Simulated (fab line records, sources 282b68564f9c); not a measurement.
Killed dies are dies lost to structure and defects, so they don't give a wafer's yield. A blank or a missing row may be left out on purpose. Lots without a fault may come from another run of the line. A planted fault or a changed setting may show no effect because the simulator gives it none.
fab line records | flow rit_cmos
record lots=14 wafers=42 last_day=8
route steps=202 shown ACTIVE@12 PWELL@49 NWELL@51 GATE@81 M1@202
lots that met no fault: from a run of the same line without faults
start_h: hours from the record's first day to the start of the lot's first wafer shown | wait_h: hours since the lot's step before | " the same as in the row above | L1.1+2: a row that stands for several wafers | - no value, or no start given | * or withheld: withheld | < > ~ a bound
route shown NAME@n: a module of which the file shows steps, and the number in the route of the first | usual: mean/standard deviation of fault-free wafers | same: alike in all rows | chamber/n: place in a boat | sites: the reading at each site | _std_site: their standard deviation | _edge_site: outer sites' mean less inner sites' | radius_mm: how far each site lies from the wafer's centre | mask NAME#n: copy n | behind: the tool/chamber that last shaped the wafer | hold: why the lot was held/for how many hours/how that ended | device: the transistor (n, p or np) that didn't switch | end of line: the same wafers' tests at the end of the route | a step without rows: its recipe alone | killed: dies lost to structure and defects at the first sort, not the wafer's yield | map: a wafer's dies, x killed, . not, _ none there
set.NAME: the setting as run; set.NAME@STEP: as run at that earlier step | model.NAME: the simulator's own value behind a step, which no gauge read
steps of the route over a sample of lots; a table a step, a row a wafer
services: from which hour (start_h, from the record's first day; less than 0 if before it) a tool's chamber was out of use, for how many hours, and why
## steps
# step RIT_ACTIVE_CD_MEAS_11
# recipe target_cd_nm=1400
# usual cd_nm=1399.4/2.5
# columns lot.wafer tool chamber start_h wait_h cd_nm
L459.2 cd_sem-02 - 20.55 - 1402.5
L459.4 " - " " 1404.5
L459.5 " - " " 1403.9
L460.3 cd_sem-01 - 26.59 - 1400.5
L460.4 " - " " 1398.2
L460.5 " - " " 1400.5
L461.2 cd_sem-01 - 29.46 - 1395.4
L461.3 " - " " 1395.6
L461.6 " - " " 1395.7
L463.3 cd_sem-02 - 45.76 - 1401.3
L463.4 " - " " 1398.7
L463.5 " - " " 1400.3
L465.1 cd_sem-02 - 49.91 - 1399.9
L465.4 " - " " 1400.6
L465.5 " - " " 1400.5
L466.3 cd_sem-02 - 55.50 - 1402.5
L466.4 " - " " 1401.7
L466.5 " - " " 1400.2
L469.1 cd_sem-01 - 69.90 - 1399.1
L469.2 " - " " 1400.2
L469.5 " - " " 1399.6
L470.2 cd_sem-02 - 74.85 - 1396.2
L470.3 " - " " 1399.3
L470.5 " - " " 1398.7
L474.1 cd_sem-02 - 97.68 - 1399.4
L474.4 " - " " 1400.4
L474.5 " - " " 1398.8
L476.1 cd_sem-02 - 104.56 - 1400.8
L476.2 " - " " 1403.7
L476.5 " - " " 1403.6
L477.3 cd_sem-02 - 109.48 - 1397.2
L477.4 " - " " 1395.7
L477.6 " - " " 1396.7
L479.1 cd_sem-01 - 119.56 - 1398.9
L479.2 " - " " 1401.1
L479.6 " - " " 1399.6
L480.1 cd_sem-01 - 124.44 - 1401.5
L480.2 " - " " 1400.9
L480.3 " - " " 1398.1
L481.3 cd_sem-02 - 131.72 - 1395.4
L481.5 " - " " 1394.6
L481.6 " - " " 1395.4
# step RIT_PWELL_TW_MEAS_10
# usual PWELL_TW=946/3.8
# columns lot.wafer tool chamber start_h wait_h PWELL_TW
L459.2 film_metro-02 - 30.96 0.1 948
L459.4 " - " " 943
L459.5 " - " " 947
L460.3 film_metro-03 - 34.47 0.1 942
L460.4 " - " " 943
L460.5 " - " " 938
L461.2 film_metro-03 - 45.93 0.1 943
L461.3 " - " " 946
L461.6 " - " " 939
L463.3 film_metro-02 - 54.55 0.1 944
L463.4 " - " " 949
L463.5 " - " " 951
L465.1 film_metro-03 - 59.87 0.1 948
L465.4 " - " " 950
L465.5 " - " " 951
L466.3 film_metro-02 - 68.39 0.1 945
L466.4 " - " " 943
L466.5 " - " " 943
L469.1 film_metro-02 - 79.49 0.1 948
L469.2 " - " " 954
L469.5 " - " " 949
L470.2 film_metro-01 - 86.32 0.1 945
L470.3 " - " " 949
L470.5 " - " " 947
L474.1 film_metro-01 - 105.80 0.1 947
L474.4 " - " " 947
L474.5 " - " " 948
L476.1 film_metro-02 - 113.35 0.1 951
L476.2 " - " " 951
L476.5 " - " " 946
L477.3 film_metro-01 - 120.16 0.1 951
L477.4 " - " " 949
L477.6 " - " " 948
L479.1 film_metro-01 - 132.29 0.1 949
L479.2 " - " " 951
L479.6 " - " " 950
L480.1 film_metro-02 - 136.63 0.1 950
L480.2 " - " " 953
L480.3 " - " " 950
L481.3 film_metro-01 - 142.70 0.1 948
L481.5 " - " " 946
L481.6 " - " " 949
# step RIT_WELLDRIVE_RS_MEAS_01
# recipe thk_meas_gauge=four-point-probe
# usual NWELL_RS=275.3/0.77
# columns lot.wafer tool chamber start_h wait_h NWELL_RS[ohm/sq]
L459.2 film_metro-01 - 39.42 0.0 275.9
L459.4 " - " " 277.3
L459.5 " - " " 276.7
L460.3 film_metro-02 - 40.54 0.0 276.6
L460.4 " - " " 276.3
L460.5 " - " " 275.7
L461.2 film_metro-02 - 51.08 0.0 277.2
L461.3 " - " " 277.0
L461.6 " - " " 276.5
L463.3 film_metro-02 - 59.71 0.0 274.4
L463.4 " - " " 275.2
L463.5 " - " " 275.3
L465.1 film_metro-01 - 65.02 0.0 274.2
L465.4 " - " " 273.4
L465.5 " - " " 274.5
L466.3 film_metro-02 - 73.55 0.0 275.4
L466.4 " - " " 276.2
L466.5 " - " " 275.4
L469.1 film_metro-01 - 84.99 0.0 275.7
L469.2 " - " " 275.2
L469.5 " - " " 274.8
L470.2 film_metro-02 - 92.16 0.0 275.2
L470.3 " - " " 276.2
L470.5 " - " " 276.1
L474.1 film_metro-02 - 111.92 0.0 275.6
L474.4 " - " " 275.4
L474.5 " - " " 275.5
L476.1 film_metro-02 - 119.19 0.0 275.8
L476.2 " - " " 276.5
L476.5 " - " " 276.0
L477.3 film_metro-03 - 127.08 0.0 275.0
L477.4 " - " " 274.7
L477.6 " - " " 275.1
L479.1 film_metro-03 - 137.61 0.0 274.3
L479.2 " - " " 274.8
L479.6 " - " " 273.8
L480.1 film_metro-01 - 144.62 0.0 275.6
L480.2 " - " " 274.4
L480.3 " - " " 274.7
L481.3 film_metro-02 - 151.07 0.0 274.9
L481.5 " - " " 275.9
L481.6 " - " " 276.0
# step RIT_GATE_OXIDATION_05
# recipe temp_c=900 ambient=O2 target_thk_a=30 ox_time_s=270
# usual tube_center_temp_C_max=902.3/0.35
# columns lot.wafer tool chamber start_h wait_h tube_center_temp_C_max
L459.2 furnace-04 0 43.59 0.1 902.4
L459.4 " 0 " " 902.5
L459.5 " 0 " " 902.3
L460.3 furnace-01 0 44.52 0.0 902.2
L460.4 " 0 " " 902.7
L460.5 " 0 " " 902.5
L461.2 furnace-03 0 57.63 2.4 902.9
L461.3 " 0 " " 902.6
L461.6 " 0 " " 901.9
L463.3 furnace-04 0 64.23 0.6 903.0
L463.4 " 0 " " 902.3
L463.5 " 0 " " 901.8
L465.1 furnace-04 0 68.88 0.1 902.6
L465.4 " 0 " " 902.3
L465.5 " 0 " " 902.0
L466.3 furnace-03 0 79.42 2.1 902.1
L466.4 " 0 " " 902.3
L466.5 " 0 " " 902.0
L469.1 furnace-03 0 89.85 0.8 902.0
L469.2 " 0 " " 901.9
L469.5 " 0 " " 902.2
L470.2 furnace-01 0 97.47 1.4 902.1
L470.3 " 0 " " 902.3
L470.5 " 0 " " 902.2
L474.1 furnace-01 0 116.10 0.1 901.9
L474.4 " 0 " " 903.6
L474.5 " 0 " " 902.1
L476.1 furnace-01 0 124.90 1.4 901.9
L476.2 " 0 " " 902.2
L476.5 " 0 " " 902.9
L477.3 furnace-01 0 132.05 1.2 902.2
L477.4 " 0 " " 902.4
L477.6 " 0 " " 902.6
L479.1 furnace-04 0 144.87 3.5 902.0
L479.2 " 0 " " 902.1
L479.6 " 0 " " 902.4
L480.1 furnace-04 0 151.03 2.5 902.4
L480.2 " 0 " " 901.8
L480.3 " 0 " " 902.7
L481.3 furnace-03 0 157.41 2.6 901.8
L481.5 " 0 " " 902.9
L481.6 " 0 " " 902.6
# step RIT_GATE_THK_MEAS_07
# recipe reads=SiO2_of_GATE_OXIDATION_05
# usual GATE_OXIDE_THK=3.01/0.055
# columns lot.wafer tool chamber start_h wait_h GATE_OXIDE_THK[nm]
L459.2 film_metro-03 - 45.61 0.0 2.96
L459.4 " - " " 2.97
L459.5 " - " " 2.99
L460.3 film_metro-02 - 45.87 0.0 3.08
L460.4 " - " " 3.03
L460.5 " - " " 2.97
L461.2 film_metro-04 - 59.93 0.0 2.92
L461.3 " - " " 2.93
L461.6 " - " " 2.98
L463.3 film_metro-04 - 66.90 0.0 3.00
L463.4 " - " " 2.98
L463.5 " - " " 3.00
L465.1 film_metro-04 - 70.46 0.0 2.99
L465.4 " - " " 3.03
L465.5 " - " " 2.98
L466.3 film_metro-03 - 81.98 0.0 3.05
L466.4 " - " " 3.02
L466.5 " - " " 3.06
L469.1 film_metro-03 - 92.39 0.0 2.99
L469.2 " - " " 3.07
L469.5 " - " " 2.95
L470.2 film_metro-03 - 98.80 0.0 3.03
L470.3 " - " " 2.95
L470.5 " - " " 3.06
L474.1 film_metro-04 - 117.43 0.0 2.98
L474.4 " - " " 2.98
L474.5 " - " " 2.96
L476.1 film_metro-04 - 130.09 0.0 3.42
L476.2 " - " " 3.42
L476.5 " - " " 3.48
L477.3 film_metro-02 - 134.52 0.0 3.41
L477.4 " - " " 3.47
L477.6 " - " " 3.43
L479.1 film_metro-02 - 150.04 0.0 3.05
L479.2 " - " " 2.97
L479.6 " - " " 3.11
L480.1 film_metro-04 - 157.41 0.0 3.06
L480.2 " - " " 3.05
L480.3 " - " " 3.06
L481.3 film_metro-04 - 162.00 0.0 2.92
L481.5 " - " " 2.95
L481.6 " - " " 2.97
# step RIT_M1_PROBE_99
# usual killed_at_M0_to_M3=0.0/0.2 killed_at_contacts=0.1/0.31 killed_at_front_end=7/3 killed_dies=7/3 killed_open=3.8/2.1 killed_short=3.6/1.9
# same gross_dies=264 killed_at_M4_up=0 killed_at_back_side=0 killed_at_other=0
# columns lot.wafer tool chamber start_h wait_h killed_at_M0_to_M3 killed_at_contacts killed_at_front_end killed_dies killed_open killed_short
L459.2 prober-02 - 69.74 0.1 0 1 12 13 8 5
L459.4 prober-02 - 69.84 0.2 0 0 9 9 3 6
L459.5 prober-02 - 69.89 0.2 0 0 2 2 1 1
L460.3 prober-01 - 71.29 0.2 0 0 7 7 4 3
L460.4 prober-01 - 71.34 0.2 0 0 6 6 4 2
L460.5 prober-01 - 71.39 0.2 0 0 5 5 2 3
L461.2 prober-02 - 84.18 0.1 0 0 11 11 5 6
L461.3 prober-02 - 84.23 0.2 0 1 8 9 6 3
L461.6 prober-02 - 84.38 0.2 0 0 10 10 8 2
L463.3 prober-02 - 91.94 0.2 1 0 3 4 1 3
L463.4 prober-02 - 91.99 0.2 0 0 1 1 0 1
L463.5 prober-02 - 92.04 0.2 0 0 4 4 1 3
L465.1 prober-02 - 94.84 0.1 0 0 13 13 6 7
L465.4 prober-02 - 94.99 0.2 0 0 10 10 5 5
L465.5 prober-02 - 95.04 0.2 0 0 9 9 4 5
L466.3 prober-01 - 105.10 0.2 0 0 8 8 2 6
L466.4 prober-01 - 105.15 0.2 1 1 8 10 5 5
L466.5 prober-01 - 105.20 0.2 0 0 6 6 4 2
L469.1 prober-02 - 116.88 0.1 0 0 10 10 5 5
L469.2 prober-02 - 116.93 0.1 0 0 2 2 1 1
L469.5 prober-02 - 117.08 0.2 0 1 8 9 4 5
L470.2 prober-01 - 125.14 0.1 0 0 5 5 2 3
L470.3 prober-01 - 125.19 0.2 0 0 6 6 3 3
L470.5 prober-01 - 125.29 0.2 0 0 11 11 8 3
L474.1 prober-01 - 142.72 0.1 0 0 14 14 5 9
L474.4 prober-01 - 142.87 0.2 0 1 8 9 5 4
L474.5 prober-01 - 142.92 0.2 0 0 8 8 5 3
L476.1 prober-01 - 155.43 0.1 0 0 10 10 4 6
L476.2 prober-01 - 155.48 0.1 0 0 8 8 4 4
L476.5 prober-01 - 155.63 0.2 0 0 14 14 8 6
L477.3 prober-02 - 160.44 0.2 0 0 6 6 3 3
L477.4 prober-02 - 160.49 0.2 0 0 6 6 3 3
L477.6 prober-02 - 160.59 0.2 0 0 3 3 2 1
L479.1 prober-02 - 176.50 0.1 0 0 2 2 1 1
L479.2 prober-02 - 176.55 0.1 0 0 7 7 4 3
L479.6 prober-02 - 176.75 0.2 0 0 7 7 1 6
L480.1 prober-01 - 185.69 0.1 0 0 5 5 2 2
L480.2 prober-01 - 185.74 0.1 0 0 4 4 4 0
L480.3 prober-01 - 185.79 0.2 0 0 10 10 4 6
L481.3 prober-01 - 187.29 0.2 0 0 2 2 1 1
L481.5 prober-01 - 187.39 0.2 0 0 10 10 5 5
L481.6 prober-01 - 187.44 0.2 0 0 5 5 1 4
# killed by level:class
L459.2 FOX1:geometric_particle:open=2 GATE:geometric_particle:short=2 GATE:geometric_particle:open=2 SPACER:geometric_particle:open=2 SILICIDE:geometric_particle:short=2 SPACER:geometric_particle:short=1 SILICIDE:geometric_particle:open=1 CONTACT:geometric_particle:open=1
L459.4 SILICIDE:geometric_particle:short=3 FOX1:geometric_particle:short=1 FOX1:geometric_particle:open=1 FOX2:geometric_particle:short=1 GATE:geometric_particle:open=1 SPACER:geometric_particle:short=1 SILICIDE:geometric_particle:open=1
L459.5 FOX2:geometric_particle:open=1 SPACER:geometric_particle:short=1
L460.3 GATE:geometric_particle:open=3 GATE:geometric_particle:short=2 FOX1:geometric_particle:open=1 FOX1:geometric_particle:short=1
L460.4 FOX1:geometric_particle:open=2 GATE:geometric_particle:open=1 GATE:geometric_particle:short=1 REOX:geometric_particle:short=1 SPACER:geometric_particle:open=1
L460.5 GATE:geometric_particle:short=2 GATE:geometric_particle:open=1 SPACER:geometric_particle:open=1 SILICIDE:geometric_particle:short=1
L461.2 FOX2:geometric_particle:short=2 GATE:geometric_particle:open=2 REOX:geometric_particle:short=2 FOX1:geometric_particle:short=1 FOX2:geometric_particle:open=1 REOX:geometric_particle:open=1 SPACER:geometric_particle:open=1 SILICIDE:geometric_particle:short=1
L461.3 GATE:geometric_particle:open=4 SILICIDE:geometric_particle:open=1 FOX2:geometric_particle:short=1 REOX:geometric_particle:short=1 SPACER:geometric_particle:open=1 CONTACT:geometric_particle:short=1
L461.6 GATE:geometric_particle:open=3 SPACER:geometric_particle:open=3 REOX:geometric_particle:open=2 FOX1:geometric_particle:short=1 GATE:geometric_particle:short=1
L463.3 SPACER:geometric_particle:short=2 FOX2:geometric_particle:open=1 M1:geometric_particle:short=1
L463.4 SPACER:geometric_particle:short=1
L463.5 FOX1:geometric_particle:open=1 FOX1:geometric_particle:short=1 GATE:geometric_particle:short=1 SILICIDE:geometric_particle:short=1
L465.1 FOX1:geometric_particle:open=3 FOX1:geometric_particle:short=2 GATE:geometric_particle:short=2 SPACER:geometric_particle:short=2 FOX2:geometric_particle:open=1 REOX:geometric_particle:open=1 SPACER:geometric_particle:open=1 SILICIDE:geometric_particle:short=1
L465.4 GATE:geometric_particle:short=3 SPACER:geometric_particle:open=3 FOX1:geometric_particle:open=1 REOX:geometric_particle:open=1 REOX:geometric_particle:short=1 SILICIDE:geometric_particle:short=1
L465.5 FOX1:geometric_particle:short=2 SILICIDE:geometric_particle:open=2 FOX1:geometric_particle:open=1 FOX2:geometric_particle:short=1 GATE:geometric_particle:short=1 GATE:geometric_particle:open=1 SILICIDE:geometric_particle:short=1
L466.3 FOX2:geometric_particle:short=2 GATE:geometric_particle:short=2 REOX:geometric_particle:short=2 FOX2:geometric_particle:open=1 GATE:geometric_particle:open=1
L466.4 FOX2:geometric_particle:short=2 FOX2:geometric_particle:open=2 GATE:geometric_particle:open=1 GATE:geometric_particle:short=1 SPACER:geometric_particle:open=1 SILICIDE:geometric_particle:short=1 CONTACT:geometric_particle:open=1 M1:geometric_particle:short=1
L466.5 GATE:geometric_particle:open=3 GATE:geometric_particle:short=2 FOX1:geometric_particle:open=1
L469.1 GATE:geometric_particle:short=3 FOX2:geometric_particle:open=2 GATE:geometric_particle:open=2 SPACER:geometric_particle:short=2 FOX1:geometric_particle:open=1
L469.2 FOX2:geometric_particle:short=1 SILICIDE:geometric_particle:open=1
L469.5 FOX1:geometric_particle:open=2 FOX2:geometric_particle:short=2 FOX1:geometric_particle:short=1 GATE:geometric_particle:short=1 REOX:geometric_particle:open=1 SILICIDE:geometric_particle:open=1 CONTACT:geometric_particle:short=1
L470.2 GATE:geometric_particle:short=2 FOX1:geometric_particle:open=1 REOX:geometric_particle:open=1 SPACER:geometric_particle:short=1
L470.3 GATE:geometric_particle:short=2 FOX1:geometric_particle:open=1 GATE:geometric_particle:open=1 SPACER:geometric_particle:short=1 SPACER:geometric_particle:open=1
L470.5 GATE:geometric_particle:open=4 FOX1:geometric_particle:short=2 FOX2:geometric_particle:open=2 REOX:geometric_particle:open=2 GATE:geometric_particle:short=1
L474.1 SPACER:geometric_particle:short=4 SPACER:geometric_particle:open=3 SILICIDE:geometric_particle:short=2 FOX1:geometric_particle:open=1 FOX1:geometric_particle:short=1 FOX2:geometric_particle:short=1 GATE:geometric_particle:open=1 REOX:geometric_particle:short=1
L474.4 SPACER:geometric_particle:open=2 FOX1:geometric_particle:short=1 FOX2:geometric_particle:open=1 FOX2:geometric_particle:short=1 GATE:geometric_particle:short=1 REOX:geometric_particle:open=1 SILICIDE:geometric_particle:short=1 CONTACT:geometric_particle:open=1
L474.5 GATE:geometric_particle:open=2 SPACER:geometric_particle:short=2 SILICIDE:geometric_particle:open=2 FOX1:geometric_particle:open=1 FOX1:geometric_particle:short=1
L476.1 GATE:geometric_particle:short=4 GATE:geometric_particle:open=2 REOX:geometric_particle:open=2 FOX2:geometric_particle:short=1 REOX:geometric_particle:short=1
L476.2 FOX2:geometric_particle:short=2 REOX:geometric_particle:short=2 FOX1:geometric_particle:open=1 FOX2:geometric_particle:open=1 REOX:geometric_particle:open=1 SILICIDE:geometric_particle:open=1
L476.5 REOX:geometric_particle:open=4 FOX2:geometric_particle:short=2 GATE:geometric_particle:open=2 GATE:geometric_particle:short=2 REOX:geometric_particle:short=2 FOX2:geometric_particle:open=1 SILICIDE:geometric_particle:open=1
L477.3 SILICIDE:geometric_particle:open=2 SILICIDE:geometric_particle:short=2 REOX:geometric_particle:short=1 SPACER:geometric_particle:open=1
L477.4 GATE:geometric_particle:open=2 GATE:geometric_particle:short=2 FOX1:geometric_particle:open=1 FOX1:geometric_particle:short=1
L477.6 SPACER:geometric_particle:open=2 SPACER:geometric_particle:short=1
L479.1 GATE:geometric_particle:open=1 GATE:geometric_particle:short=1
L479.2 GATE:geometric_particle:open=3 REOX:geometric_particle:short=2 GATE:geometric_particle:short=1 REOX:geometric_particle:open=1
L479.6 GATE:geometric_particle:short=3 FOX1:geometric_particle:short=1 FOX2:geometric_particle:short=1 GATE:geometric_particle:open=1 SILICIDE:geometric_particle:short=1
L480.1 FOX1:geometric_particle:short=2 GATE:geometric_particle:open=1 SILICIDE:geometric_particle:open=1 PSD:coat_microbubble_printed=1
L480.2 FOX1:geometric_particle:open=2 REOX:geometric_particle:open=1 SPACER:geometric_particle:open=1
L480.3 SPACER:geometric_particle:short=4 SPACER:geometric_particle:open=4 GATE:geometric_particle:short=2
L481.3 REOX:geometric_particle:short=1 SPACER:geometric_particle:open=1
L481.5 GATE:geometric_particle:open=2 FOX1:geometric_particle:open=1 FOX1:geometric_particle:short=1 GATE:geometric_particle:short=1 REOX:geometric_particle:short=1 REOX:geometric_particle:open=1 SPACER:geometric_particle:short=1 SPACER:geometric_particle:open=1
L481.6 GATE:geometric_particle:short=2 GATE:geometric_particle:open=1 SPACER:geometric_particle:short=1 SILICIDE:geometric_particle:short=1
## services
# columns tool chamber start_h hours kind
furnace-03 - 29.60 13.2 repair
furnace-03 - 60.02 2.8 pm
furnace-01 - 120.58 4.3 pm
## key
first_sign step=RIT_GATE_THK_MEAS_07 reading=GATE_OXIDE_THK direction=up sigmas=7.8 usual=3.01 struck=3.44
effect none on later readings
met_at RIT_GATE_OXIDATION_05
struck_lots L476,L477
tester_left_out L476,L477
not_acting_at RIT_ACTIVE_CD_MEAS_11,RIT_PWELL_TW_MEAS_10,RIT_WELLDRIVE_RS_MEAS_01
onset_between 116.10 124.90
fault kind=process_parameter_drift tool=furnace-01 chamber=- onset_h=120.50 steps=RIT_GATE_OXIDATION_05 channel=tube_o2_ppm offset=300 shape=step end_h=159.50
# tester_left_out: of these lots the tester's yield and bins aren't shown, on N5 and GAA mostly nor the transistor test; their killed dies are dies lost to structure and defects alone, not to doping, threshold or leakage, so they don't give the yield
